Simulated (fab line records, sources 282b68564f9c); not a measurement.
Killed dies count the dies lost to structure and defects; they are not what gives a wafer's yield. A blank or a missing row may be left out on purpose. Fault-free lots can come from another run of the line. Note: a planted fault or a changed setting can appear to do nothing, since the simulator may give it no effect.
fab line records || flow ritCmos
record {"lots": 6, "wafers": 18, "lastDay": 7}
route steps=202 shown PRETRO@69 GATE@75 FOX2@80 M1@202
lots untouched by any fault: they come from a run of this same line in which no faults occurred
startH: the number of hours between the record's first day and the start of the first shown wafer of the lot || waitH: hours since the lot's step before || " the same as in the row above || L1.1+2: a row that stands for several wafers || - no value, or no start was given || * or withheld: withheld || < > ~ a bound
route shown NAME@n: NAME is a module with steps in the file, n the number in the route of the first one || usual: average and standard deviation across the fault-free wafers || same: alike in all rows || chamber/n: place in a boat || sites: the reading at each site || _std_site: standard deviation across them || _edge_site: the outer-site mean with the inner-site mean subtracted || radiusMm: how far each site lies from the wafer's centre || mask NAME#n: copy n || behind: the tool/chamber that last shaped the wafer || hold: why the lot was held/for how many hours/how that ended || device: names the non-switching transistor (n, p or np) || end of line: the route-end tests of the same wafers || for a step that has no rows: nothing shown but its recipe || killed: the dies lost at the first sort to structure and to defects; this is not the yield of the wafer || map: per-die view of a wafer (x killed, . not killed, _ where there is no die)
set.NAME: the setting the step ran with; set.NAME@STEP: the setting that earlier step ran with || model.NAME: the simulator's own value behind a step, which no gauge read
lots at selected steps of the route; one table per step, one row per wafer
services: a tool's chamber out of use, with start hour (startH, from the record's first day; less than 0 if before it), hours out, and reason
## steps
# step RIT_PRETRO_DEVELOP_05
# recipe {"resist": "NOVOLAK", "developTimeS": 68, "devTempC": 23}
# step RIT_PRETRO_OVL_MEAS_06
# usual {"PRETRO_OVL": "-0.5/1.1"}
{"lot.wafer": "L802.2", "tool": "overlay-01", "chamber": "-", "startH": 41.19, "waitH": "-", "PRETRO_OVL[nm]": 0.2}
{"lot.wafer": "L802.3", "tool": "overlay-01", "chamber": "-", "startH": 41.19, "waitH": "-", "PRETRO_OVL[nm]": 0.3}
{"lot.wafer": "L802.4", "tool": "overlay-01", "chamber": "-", "startH": 41.19, "waitH": "-", "PRETRO_OVL[nm]": -0.2}
{"lot.wafer": "L805.3", "tool": "overlay-02", "chamber": "-", "startH": 64.35, "waitH": "-", "PRETRO_OVL[nm]": 1.7}
{"lot.wafer": "L805.5", "tool": "overlay-02", "chamber": "-", "startH": 64.35, "waitH": "-", "PRETRO_OVL[nm]": 1.4}
{"lot.wafer": "L805.6", "tool": "overlay-02", "chamber": "-", "startH": 64.35, "waitH": "-", "PRETRO_OVL[nm]": 1.5}
{"lot.wafer": "L812.1", "tool": "overlay-02", "chamber": "-", "startH": 95.42, "waitH": "-", "PRETRO_OVL[nm]": 0.6}
{"lot.wafer": "L812.4", "tool": "overlay-02", "chamber": "-", "startH": 95.42, "waitH": "-", "PRETRO_OVL[nm]": 0.8}
{"lot.wafer": "L812.6", "tool": "overlay-02", "chamber": "-", "startH": 95.42, "waitH": "-", "PRETRO_OVL[nm]": 0.0}
{"lot.wafer": "L813.1", "tool": "overlay-02", "chamber": "-", "startH": 98.01, "waitH": "-", "PRETRO_OVL[nm]": 0.2}
{"lot.wafer": "L813.3", "tool": "overlay-02", "chamber": "-", "startH": 98.01, "waitH": "-", "PRETRO_OVL[nm]": -0.7}
{"lot.wafer": "L813.6", "tool": "overlay-02", "chamber": "-", "startH": 98.01, "waitH": "-", "PRETRO_OVL[nm]": -2.0}
{"lot.wafer": "L821.2", "tool": "overlay-01", "chamber": "-", "startH": 137.47, "waitH": "-", "PRETRO_OVL[nm]": -0.7}
{"lot.wafer": "L821.4", "tool": "overlay-01", "chamber": "-", "startH": 137.47, "waitH": "-", "PRETRO_OVL[nm]": -0.9}
{"lot.wafer": "L821.6", "tool": "overlay-01", "chamber": "-", "startH": 137.47, "waitH": "-", "PRETRO_OVL[nm]": 0.4}
{"lot.wafer": "L822.1", "tool": "overlay-01", "chamber": "-", "startH": 142.07, "waitH": "-", "PRETRO_OVL[nm]": -0.7}
{"lot.wafer": "L822.2", "tool": "overlay-01", "chamber": "-", "startH": 142.07, "waitH": "-", "PRETRO_OVL[nm]": -1.2}
{"lot.wafer": "L822.6", "tool": "overlay-01", "chamber": "-", "startH": 142.07, "waitH": "-", "PRETRO_OVL[nm]": -1.6}
# step RIT_PRETRO_HARDBAKE_07
# recipe {"resist": "NOVOLAK", "tempC": 140, "timeS": 120}
# step RIT_PRETRO_IMPLANT_08
# recipe {"species": "B", "energyKev": 45, "doseCm2": 1.223e+13, "tiltDeg": 7}
# step RIT_PRETRO_STRIP_09
# recipe {"chemistry": "O2", "timeS": 180, "resist": "NOVOLAK", "platenTempC": "withheld", "powerW": 500, "pressureMtorr": 4000, "o2FlowSccm": 4000}
# usual {"drypumpMotorCurrentA": "5.9/0.46"}
{"lot.wafer": "L802.2", "tool": "plasmaAsher-02", "chamber": 0, "startH": 41.62, "waitH": 0.1, "drypumpMotorCurrentA": 5.7, "rfHoursCounterH": 40}
{"lot.wafer": "L802.3", "tool": "plasmaAsher-02", "chamber": 0, "startH": 41.62, "waitH": 0.1, "drypumpMotorCurrentA": 5.7, "rfHoursCounterH": "-"}
{"lot.wafer": "L802.4", "tool": "plasmaAsher-02", "chamber": 1, "startH": 41.62, "waitH": 0.1, "drypumpMotorCurrentA": 6.6, "rfHoursCounterH": "-"}
{"lot.wafer": "L805.3", "tool": "plasmaAsher-02", "chamber": 1, "startH": 64.83, "waitH": 0.1, "drypumpMotorCurrentA": 6.6, "rfHoursCounterH": "-"}
{"lot.wafer": "L805.5", "tool": "plasmaAsher-02", "chamber": 1, "startH": 64.83, "waitH": 0.1, "drypumpMotorCurrentA": 6.5, "rfHoursCounterH": "-"}
{"lot.wafer": "L805.6", "tool": "plasmaAsher-02", "chamber": 0, "startH": 64.83, "waitH": 0.1, "drypumpMotorCurrentA": 5.7, "rfHoursCounterH": "-"}
{"lot.wafer": "L812.1", "tool": "plasmaAsher-02", "chamber": 0, "startH": 95.85, "waitH": 0.1, "drypumpMotorCurrentA": 5.7, "rfHoursCounterH": 45}
{"lot.wafer": "L812.4", "tool": "plasmaAsher-02", "chamber": 0, "startH": 95.85, "waitH": 0.1, "drypumpMotorCurrentA": 5.7, "rfHoursCounterH": "-"}
{"lot.wafer": "L812.6", "tool": "plasmaAsher-02", "chamber": 0, "startH": 95.85, "waitH": 0.1, "drypumpMotorCurrentA": 5.6, "rfHoursCounterH": "-"}
{"lot.wafer": "L813.1", "tool": "plasmaAsher-03", "chamber": 1, "startH": 98.81, "waitH": 0.1, "drypumpMotorCurrentA": 5.5, "rfHoursCounterH": 32}
{"lot.wafer": "L813.3", "tool": "plasmaAsher-03", "chamber": 1, "startH": 98.81, "waitH": 0.1, "drypumpMotorCurrentA": 5.5, "rfHoursCounterH": "-"}
{"lot.wafer": "L813.6", "tool": "plasmaAsher-03", "chamber": 1, "startH": 98.81, "waitH": 0.1, "drypumpMotorCurrentA": 5.5, "rfHoursCounterH": "-"}
{"lot.wafer": "L821.2", "tool": "plasmaAsher-02", "chamber": 1, "startH": 137.90, "waitH": 0.1, "drypumpMotorCurrentA": 6.6, "rfHoursCounterH": 50}
{"lot.wafer": "L821.4", "tool": "plasmaAsher-02", "chamber": 0, "startH": 137.90, "waitH": 0.1, "drypumpMotorCurrentA": 5.7, "rfHoursCounterH": "-"}
{"lot.wafer": "L821.6", "tool": "plasmaAsher-02", "chamber": 0, "startH": 137.90, "waitH": 0.1, "drypumpMotorCurrentA": 5.7, "rfHoursCounterH": "-"}
{"lot.wafer": "L822.1", "tool": "plasmaAsher-01", "chamber": 1, "startH": 142.50, "waitH": 0.1, "drypumpMotorCurrentA": 6.4, "rfHoursCounterH": 3}
{"lot.wafer": "L822.2", "tool": "plasmaAsher-01", "chamber": 0, "startH": 142.50, "waitH": 0.1, "drypumpMotorCurrentA": 5.5, "rfHoursCounterH": 3}
{"lot.wafer": "L822.6", "tool": "plasmaAsher-01", "chamber": 0, "startH": 142.50, "waitH": 0.1, "drypumpMotorCurrentA": 5.5, "rfHoursCounterH": "-"}
# step RIT_PRETRO_TW_MEAS_10
# usual {"PRETRO_TW": "476.5/2.9"}
{"lot.wafer": "L802.2", "tool": "filmMetro-03", "chamber": "-", "startH": 41.81, "waitH": 0.1, "PRETRO_TW": 476.8}
{"lot.wafer": "L802.3", "tool": "filmMetro-03", "chamber": "-", "startH": 41.81, "waitH": 0.1, "PRETRO_TW": 471.7}
{"lot.wafer": "L802.4", "tool": "filmMetro-03", "chamber": "-", "startH": 41.81, "waitH": 0.1, "PRETRO_TW": 474.8}
{"lot.wafer": "L805.3", "tool": "filmMetro-04", "chamber": "-", "startH": 64.97, "waitH": 0.1, "PRETRO_TW": 474.0}
{"lot.wafer": "L805.5", "tool": "filmMetro-04", "chamber": "-", "startH": 64.97, "waitH": 0.1, "PRETRO_TW": 474.9}
{"lot.wafer": "L805.6", "tool": "filmMetro-04", "chamber": "-", "startH": 64.97, "waitH": 0.1, "PRETRO_TW": 473.4}
{"lot.wafer": "L812.1", "tool": "filmMetro-02", "chamber": "-", "startH": 96.03, "waitH": 0.1, "PRETRO_TW": 476.6}
{"lot.wafer": "L812.4", "tool": "filmMetro-02", "chamber": "-", "startH": 96.03, "waitH": 0.1, "PRETRO_TW": 473.0}
{"lot.wafer": "L812.6", "tool": "filmMetro-02", "chamber": "-", "startH": 96.03, "waitH": 0.1, "PRETRO_TW": 476.1}
{"lot.wafer": "L813.1", "tool": "filmMetro-02", "chamber": "-", "startH": 98.99, "waitH": 0.1, "PRETRO_TW": 479.6}
{"lot.wafer": "L813.3", "tool": "filmMetro-02", "chamber": "-", "startH": 98.99, "waitH": 0.1, "PRETRO_TW": 475.4}
{"lot.wafer": "L813.6", "tool": "filmMetro-02", "chamber": "-", "startH": 98.99, "waitH": 0.1, "PRETRO_TW": 477.2}
{"lot.wafer": "L821.2", "tool": "filmMetro-02", "chamber": "-", "startH": 138.08, "waitH": 0.1, "PRETRO_TW": 478.0}
{"lot.wafer": "L821.4", "tool": "filmMetro-02", "chamber": "-", "startH": 138.08, "waitH": 0.1, "PRETRO_TW": 478.3}
{"lot.wafer": "L821.6", "tool": "filmMetro-02", "chamber": "-", "startH": 138.08, "waitH": 0.1, "PRETRO_TW": 477.1}
{"lot.wafer": "L822.1", "tool": "filmMetro-02", "chamber": "-", "startH": 142.68, "waitH": 0.1, "PRETRO_TW": 478.2}
{"lot.wafer": "L822.2", "tool": "filmMetro-02", "chamber": "-", "startH": 142.68, "waitH": 0.1, "PRETRO_TW": 477.7}
{"lot.wafer": "L822.6", "tool": "filmMetro-02", "chamber": "-", "startH": 142.68, "waitH": 0.1, "PRETRO_TW": 474.9}
# step RIT_GATE_WET_ETCH_00
# recipe {"chemistry": "BOE", "target": "SiO2", "targetDepthNm": 56, "timeS": 60, "dry": "n2Spin", "dilution": "10:1", "tempC": 21.5}
# step RIT_GATE_CLEAN_01
# recipe {"chemistry": "SC1", "mix": "3:3:50", "timeS": 600, "tempC": 75}
# step RIT_GATE_CLEAN_02
# recipe {"chemistry": "dHF", "dilution": "50:1", "timeS": 30}
# step RIT_GATE_CLEAN_03
# recipe {"chemistry": "SC2", "mix": "3:3:50", "timeS": 600, "tempC": 75, "dry": "n2Spin"}
# step RIT_GATE_CLEAN_04
# recipe {"chemistry": "dHF", "dilution": "50:1", "timeS": 60, "dry": "n2Spin"}
# step RIT_FOX2_THK_MEAS_91
# recipe {"reads": "SiO2_of_FOX2_OXIDATION_00"}
# usual {"FIELD_OXIDE_LEFT_2_THK": "254/7.8"}
{"lot.wafer": "L802.2", "tool": "filmMetro-01", "chamber": "-", "startH": 42.29, "waitH": 0.0, "FIELD_OXIDE_LEFT_2_THK[nm]": 263}
{"lot.wafer": "L802.3", "tool": "filmMetro-01", "chamber": "-", "startH": 42.29, "waitH": 0.0, "FIELD_OXIDE_LEFT_2_THK[nm]": 258}
{"lot.wafer": "L802.4", "tool": "filmMetro-01", "chamber": "-", "startH": 42.29, "waitH": 0.0, "FIELD_OXIDE_LEFT_2_THK[nm]": 258}
{"lot.wafer": "L805.3", "tool": "filmMetro-04", "chamber": "-", "startH": 65.46, "waitH": 0.0, "FIELD_OXIDE_LEFT_2_THK[nm]": 256}
{"lot.wafer": "L805.5", "tool": "filmMetro-04", "chamber": "-", "startH": 65.46, "waitH": 0.0, "FIELD_OXIDE_LEFT_2_THK[nm]": 255}
{"lot.wafer": "L805.6", "tool": "filmMetro-04", "chamber": "-", "startH": 65.46, "waitH": 0.0, "FIELD_OXIDE_LEFT_2_THK[nm]": 257}
{"lot.wafer": "L812.1", "tool": "filmMetro-01", "chamber": "-", "startH": 96.52, "waitH": 0.0, "FIELD_OXIDE_LEFT_2_THK[nm]": 246}
{"lot.wafer": "L812.4", "tool": "filmMetro-01", "chamber": "-", "startH": 96.52, "waitH": 0.0, "FIELD_OXIDE_LEFT_2_THK[nm]": 252}
{"lot.wafer": "L812.6", "tool": "filmMetro-01", "chamber": "-", "startH": 96.52, "waitH": 0.0, "FIELD_OXIDE_LEFT_2_THK[nm]": 253}
{"lot.wafer": "L813.1", "tool": "filmMetro-04", "chamber": "-", "startH": 99.48, "waitH": 0.0, "FIELD_OXIDE_LEFT_2_THK[nm]": 256}
{"lot.wafer": "L813.3", "tool": "filmMetro-04", "chamber": "-", "startH": 99.48, "waitH": 0.0, "FIELD_OXIDE_LEFT_2_THK[nm]": 253}
{"lot.wafer": "L813.6", "tool": "filmMetro-04", "chamber": "-", "startH": 99.48, "waitH": 0.0, "FIELD_OXIDE_LEFT_2_THK[nm]": 252}
{"lot.wafer": "L821.2", "tool": "filmMetro-01", "chamber": "-", "startH": 138.56, "waitH": 0.0, "FIELD_OXIDE_LEFT_2_THK[nm]": 255}
{"lot.wafer": "L821.4", "tool": "filmMetro-01", "chamber": "-", "startH": 138.56, "waitH": 0.0, "FIELD_OXIDE_LEFT_2_THK[nm]": 263}
{"lot.wafer": "L821.6", "tool": "filmMetro-01", "chamber": "-", "startH": 138.56, "waitH": 0.0, "FIELD_OXIDE_LEFT_2_THK[nm]": 264}
{"lot.wafer": "L822.1", "tool": "filmMetro-04", "chamber": "-", "startH": 143.15, "waitH": 0.0, "FIELD_OXIDE_LEFT_2_THK[nm]": 255}
{"lot.wafer": "L822.2", "tool": "filmMetro-04", "chamber": "-", "startH": 143.15, "waitH": 0.0, "FIELD_OXIDE_LEFT_2_THK[nm]": 256}
{"lot.wafer": "L822.6", "tool": "filmMetro-04", "chamber": "-", "startH": 143.15, "waitH": 0.0, "FIELD_OXIDE_LEFT_2_THK[nm]": 254}
# step RIT_GATE_OXIDATION_05
# recipe {"tempC": 900, "ambient": "O2", "targetThkA": 30, "oxTimeS": 270}
# usual {"spikeTcLoadC": "927.5/2", "tubeCenterTempC": "900.01/0.083", "tube_center_temp_C_max": "902.3/0.41"}
{"lot.wafer": "L802.2", "tool": "furnace-03", "chamber": 0, "startH": 47.26, "waitH": 5.0, "spikeTcLoadC": 927.6, "tubeCenterTempC": 900.07, "tube_center_temp_C_max": 902.4, "model.SiO2_of_GATE_OXIDATION_05.thkNm": 3.006}
{"lot.wafer": "L802.3", "tool": "furnace-03", "chamber": 0, "startH": 47.26, "waitH": 5.0, "spikeTcLoadC": 928.2, "tubeCenterTempC": 900.03, "tube_center_temp_C_max": 902.7, "model.SiO2_of_GATE_OXIDATION_05.thkNm": 3.038}
{"lot.wafer": "L802.4", "tool": "furnace-03", "chamber": 0, "startH": 47.26, "waitH": 5.0, "spikeTcLoadC": 928.1, "tubeCenterTempC": 900.05, "tube_center_temp_C_max": 901.8, "model.SiO2_of_GATE_OXIDATION_05.thkNm": 3.063}
{"lot.wafer": "L805.3", "tool": "furnace-04", "chamber": 0, "startH": 66.26, "waitH": 0.8, "spikeTcLoadC": 924.7, "tubeCenterTempC": 900.01, "tube_center_temp_C_max": 902.5, "model.SiO2_of_GATE_OXIDATION_05.thkNm": 3.031}
{"lot.wafer": "L805.5", "tool": "furnace-04", "chamber": 0, "startH": 66.26, "waitH": 0.8, "spikeTcLoadC": 924.0, "tubeCenterTempC": 899.96, "tube_center_temp_C_max": 901.9, "model.SiO2_of_GATE_OXIDATION_05.thkNm": 2.995}
{"lot.wafer": "L805.6", "tool": "furnace-04", "chamber": 0, "startH": 66.26, "waitH": 0.8, "spikeTcLoadC": 923.1, "tubeCenterTempC": 900.08, "tube_center_temp_C_max": 903.2, "model.SiO2_of_GATE_OXIDATION_05.thkNm": 2.998}
{"lot.wafer": "L812.1", "tool": "furnace-04", "chamber": 0, "startH": 96.58, "waitH": 0.1, "spikeTcLoadC": 920.2, "tubeCenterTempC": 894.97, "tube_center_temp_C_max": 897.0, "model.SiO2_of_GATE_OXIDATION_05.thkNm": 2.859}
{"lot.wafer": "L812.4", "tool": "furnace-04", "chamber": 0, "startH": 96.58, "waitH": 0.1, "spikeTcLoadC": 919.7, "tubeCenterTempC": 895.07, "tube_center_temp_C_max": 896.9, "model.SiO2_of_GATE_OXIDATION_05.thkNm": 2.893}
{"lot.wafer": "L812.6", "tool": "furnace-04", "chamber": 0, "startH": 96.58, "waitH": 0.1, "spikeTcLoadC": 920.9, "tubeCenterTempC": 894.94, "tube_center_temp_C_max": 897.7, "model.SiO2_of_GATE_OXIDATION_05.thkNm": 2.871}
{"lot.wafer": "L813.1", "tool": "furnace-04", "chamber": 0, "startH": 99.54, "waitH": 0.1, "spikeTcLoadC": 919.9, "tubeCenterTempC": 894.94, "tube_center_temp_C_max": 897.0, "model.SiO2_of_GATE_OXIDATION_05.thkNm": 2.754}
{"lot.wafer": "L813.3", "tool": "furnace-04", "chamber": 0, "startH": 99.54, "waitH": 0.1, "spikeTcLoadC": 920.6, "tubeCenterTempC": 895.03, "tube_center_temp_C_max": 897.6, "model.SiO2_of_GATE_OXIDATION_05.thkNm": 2.722}
{"lot.wafer": "L813.6", "tool": "furnace-04", "chamber": 0, "startH": 99.54, "waitH": 0.1, "spikeTcLoadC": 919.1, "tubeCenterTempC": 894.94, "tube_center_temp_C_max": 897.4, "model.SiO2_of_GATE_OXIDATION_05.thkNm": 2.772}
{"lot.wafer": "L821.2", "tool": "furnace-01", "chamber": 0, "startH": 138.87, "waitH": 0.3, "spikeTcLoadC": 926.1, "tubeCenterTempC": 900.05, "tube_center_temp_C_max": 902.5, "model.SiO2_of_GATE_OXIDATION_05.thkNm": 3.056}
{"lot.wafer": "L821.4", "tool": "furnace-01", "chamber": 0, "startH": 138.87, "waitH": 0.3, "spikeTcLoadC": 928.1, "tubeCenterTempC": 899.93, "tube_center_temp_C_max": 902.3, "model.SiO2_of_GATE_OXIDATION_05.thkNm": 3.062}
{"lot.wafer": "L821.6", "tool": "furnace-01", "chamber": 0, "startH": 138.87, "waitH": 0.3, "spikeTcLoadC": 927.3, "tubeCenterTempC": 900.02, "tube_center_temp_C_max": 902.0, "model.SiO2_of_GATE_OXIDATION_05.thkNm": 3.116}
{"lot.wafer": "L822.1", "tool": "furnace-03", "chamber": 0, "startH": 146.14, "waitH": 3.0, "spikeTcLoadC": 929.0, "tubeCenterTempC": 900.05, "tube_center_temp_C_max": 902.6, "model.SiO2_of_GATE_OXIDATION_05.thkNm": 2.972}
{"lot.wafer": "L822.2", "tool": "furnace-03", "chamber": 0, "startH": 146.14, "waitH": 3.0, "spikeTcLoadC": 928.7, "tubeCenterTempC": 900.08, "tube_center_temp_C_max": 902.1, "model.SiO2_of_GATE_OXIDATION_05.thkNm": 2.99}
{"lot.wafer": "L822.6", "tool": "furnace-03", "chamber": 0, "startH": 146.14, "waitH": 3.0, "spikeTcLoadC": 929.1, "tubeCenterTempC": 900.01, "tube_center_temp_C_max": 902.1, "model.SiO2_of_GATE_OXIDATION_05.thkNm": 2.958}
# step RIT_GATE_ANNEAL_06
# recipe {"tempC": 900, "timeS": 600, "ambient": "N2O"}
# step RIT_GATE_THK_MEAS_07
# recipe {"reads": "SiO2_of_GATE_OXIDATION_05"}
# usual {"GATE_OXIDE_THK": "2.98/0.062"}
{"lot.wafer": "L802.2", "tool": "filmMetro-02", "chamber": "-", "startH": 53.15, "waitH": 0.0, "hold": "-", "GATE_OXIDE_THK[nm]": 3.00}
{"lot.wafer": "L802.3", "tool": "filmMetro-02", "chamber": "-", "startH": 53.15, "waitH": 0.0, "hold": "-", "GATE_OXIDE_THK[nm]": 3.08}
{"lot.wafer": "L802.4", "tool": "filmMetro-02", "chamber": "-", "startH": 53.15, "waitH": 0.0, "hold": "-", "GATE_OXIDE_THK[nm]": 3.04}
{"lot.wafer": "L805.3", "tool": "filmMetro-02", "chamber": "-", "startH": 68.12, "waitH": 0.0, "hold": "-", "GATE_OXIDE_THK[nm]": 2.98}
{"lot.wafer": "L805.5", "tool": "filmMetro-02", "chamber": "-", "startH": 68.12, "waitH": 0.0, "hold": "-", "GATE_OXIDE_THK[nm]": 3.01}
{"lot.wafer": "L805.6", "tool": "filmMetro-02", "chamber": "-", "startH": 68.12, "waitH": 0.0, "hold": "-", "GATE_OXIDE_THK[nm]": 3.00}
{"lot.wafer": "L812.1", "tool": "filmMetro-04", "chamber": "-", "startH": 97.91, "waitH": 0.0, "hold": "-", "GATE_OXIDE_THK[nm]": 2.82}
{"lot.wafer": "L812.4", "tool": "filmMetro-04", "chamber": "-", "startH": 97.91, "waitH": 0.0, "hold": "-", "GATE_OXIDE_THK[nm]": 2.84}
{"lot.wafer": "L812.6", "tool": "filmMetro-04", "chamber": "-", "startH": 97.91, "waitH": 0.0, "hold": "-", "GATE_OXIDE_THK[nm]": 2.91}
{"lot.wafer": "L813.1", "tool": "filmMetro-02", "chamber": "-", "startH": 102.82, "waitH": 0.0, "hold": "awaitDispo/0.2h/release", "GATE_OXIDE_THK[nm]": 2.76}
{"lot.wafer": "L813.3", "tool": "filmMetro-02", "chamber": "-", "startH": 102.82, "waitH": 0.0, "hold": "awaitDispo/0.2h/release", "GATE_OXIDE_THK[nm]": 2.72}
{"lot.wafer": "L813.6", "tool": "filmMetro-02", "chamber": "-", "startH": 102.82, "waitH": 0.0, "hold": "awaitDispo/0.2h/release", "GATE_OXIDE_THK[nm]": 2.76}
{"lot.wafer": "L813.1", "tool": "filmMetro-02", "chamber": "-", "startH": 103.04, "waitH": 0.2, "hold": "-", "GATE_OXIDE_THK[nm]": 2.77}
{"lot.wafer": "L813.3", "tool": "filmMetro-02", "chamber": "-", "startH": 103.04, "waitH": 0.2, "hold": "-", "GATE_OXIDE_THK[nm]": 2.76}
{"lot.wafer": "L813.6", "tool": "filmMetro-02", "chamber": "-", "startH": 103.04, "waitH": 0.2, "hold": "-", "GATE_OXIDE_THK[nm]": 2.82}
{"lot.wafer": "L821.2", "tool": "filmMetro-04", "chamber": "-", "startH": 140.36, "waitH": 0.0, "hold": "-", "GATE_OXIDE_THK[nm]": 3.05}
{"lot.wafer": "L821.4", "tool": "filmMetro-04", "chamber": "-", "startH": 140.36, "waitH": 0.0, "hold": "-", "GATE_OXIDE_THK[nm]": 3.06}
{"lot.wafer": "L821.6", "tool": "filmMetro-04", "chamber": "-", "startH": 140.36, "waitH": 0.0, "hold": "-", "GATE_OXIDE_THK[nm]": 3.10}
{"lot.wafer": "L822.1", "tool": "filmMetro-04", "chamber": "-", "startH": 151.95, "waitH": 0.0, "hold": "-", "GATE_OXIDE_THK[nm]": 2.94}
{"lot.wafer": "L822.2", "tool": "filmMetro-04", "chamber": "-", "startH": 151.95, "waitH": 0.0, "hold": "-", "GATE_OXIDE_THK[nm]": 2.93}
{"lot.wafer": "L822.6", "tool": "filmMetro-04", "chamber": "-", "startH": 151.95, "waitH": 0.0, "hold": "-", "GATE_OXIDE_THK[nm]": 2.94}
# step RIT_M1_PROBE_99
# usual {"killed_at_M0_to_M3": "0.0/0.12", "killedAtContacts": "0.0/0.2", "killedAtFrontEnd": "6.8/3", "killedDies": "6.9/3", "killedOpen": "3.3/1.9", "killedShort": "3.6/1.9"}
# same {"grossDies": 264, "killed_at_M4_up": 0, "killedAtBackSide": 0, "killedAtOther": 0}
{"lot.wafer": "L821.2", "tool": "prober-01", "chamber": "-", "startH": 166.18, "waitH": 0.1, "killed_at_M0_to_M3": 0, "killedAtContacts": 0, "killedAtFrontEnd": 6, "killedDies": 6, "killedOpen": 3, "killedShort": 3}
{"lot.wafer": "L821.4", "tool": "prober-01", "chamber": "-", "startH": 166.28, "waitH": 0.2, "killed_at_M0_to_M3": 0, "killedAtContacts": 0, "killedAtFrontEnd": 6, "killedDies": 6, "killedOpen": 3, "killedShort": 3}
{"lot.wafer": "L821.6", "tool": "prober-01", "chamber": "-", "startH": 166.38, "waitH": 0.2, "killed_at_M0_to_M3": 0, "killedAtContacts": 0, "killedAtFrontEnd": 2, "killedDies": 2, "killedOpen": 1, "killedShort": 1}
# killed by level:class
L821.2 FOX2:geometricParticle:open=2 FOX1:geometricParticle:short=1 FOX1:geometricParticle:open=1 GATE:geometricParticle:short=1 REOX:geometricParticle:short=1
L821.4 GATE:geometricParticle:open=3 FOX1:geometricParticle:short=1 GATE:geometricParticle:short=1 SPACER:geometricParticle:short=1
L821.6 GATE:geometricParticle:open=1 REOX:geometricParticle:short=1
## services
{"tool": "furnace-03", "chamber": "-", "startH": 43.44, "hours": 3.8, "kind": "pm"}
{"tool": "furnace-01", "chamber": "-", "startH": 48.56, "hours": 2.7, "kind": "pm"}
{"tool": "plasmaAsher-01", "chamber": "-", "startH": 108.75, "hours": 9.0, "kind": "pm"}
{"tool": "plasmaAsher-01", "chamber": 0, "startH": 108.75, "hours": 9.0, "kind": "ventCycle"}
{"tool": "plasmaAsher-01", "chamber": 1, "startH": 108.75, "hours": 9.0, "kind": "ventCycle"}
{"tool": "furnace-03", "chamber": "-", "startH": 112.27, "hours": 1.0, "kind": "pm"}
{"tool": "plasmaAsher-01", "chamber": 0, "startH": 117.75, "hours": "-", "kind": "clean"}
{"tool": "plasmaAsher-01", "chamber": 1, "startH": 117.75, "hours": "-", "kind": "clean"}
{"tool": "furnace-04", "chamber": "-", "startH": 139.39, "hours": 3.6, "kind": "pm"}
{"tool": "plasmaAsher-02", "chamber": "-", "startH": 142.05, "hours": 0.5, "kind": "repair"}
{"tool": "furnace-04", "chamber": "-", "startH": 142.24, "hours": 37.5, "kind": "repair"}
{"tool": "plasmaAsher-01", "chamber": "-", "startH": 145.83, "hours": 2.8, "kind": "pm"}
## key
firstSign {"step": "RIT_GATE_OXIDATION_05", "reading": "tubeCenterTempC", "direction": "down", "sigmas": 56, "usual": "*", "struck": "*"}
effect {"step": "RIT_GATE_OXIDATION_05", "reading": "tube_center_temp_C_max", "direction": "down", "sigmas": 12, "usual": "*", "struck": "*"}
effect {"step": "RIT_GATE_THK_MEAS_07", "reading": "visit", "direction": "added"}
modelEffect {"step": "RIT_GATE_OXIDATION_05", "value": "SiO2_of_GATE_OXIDATION_05.thkNm", "without": 2.992, "struck": 2.812}
metAt RIT_GATE_OXIDATION_05
struckWafers L812.1,L812.4,L812.6,L813.1,L813.3,L813.6
rowsEnd L813.1,L813.3,L813.6
testerLeftOut L812
onsetBetween 66.26 96.58
fault {"kind": "processParameterDrift", "tool": "furnace-04", "chamber": "-", "onsetH": 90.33, "steps": "RIT_GATE_OXIDATION_05", "channel": "tempC", "offset": "*", "shape": "step", "endH": 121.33, "actsIn": "*", "stated": "*"}
# testerLeftOut: of these lots the tester's yield and bins aren't shown, on N5 and GAA mostly nor the transistor test; their killed dies are dies lost to structure and defects alone, not to doping, threshold or leakage, so they don't give the yield
# rowsEnd: these wafers met a further fault down the route, and their rows from its step on are left out
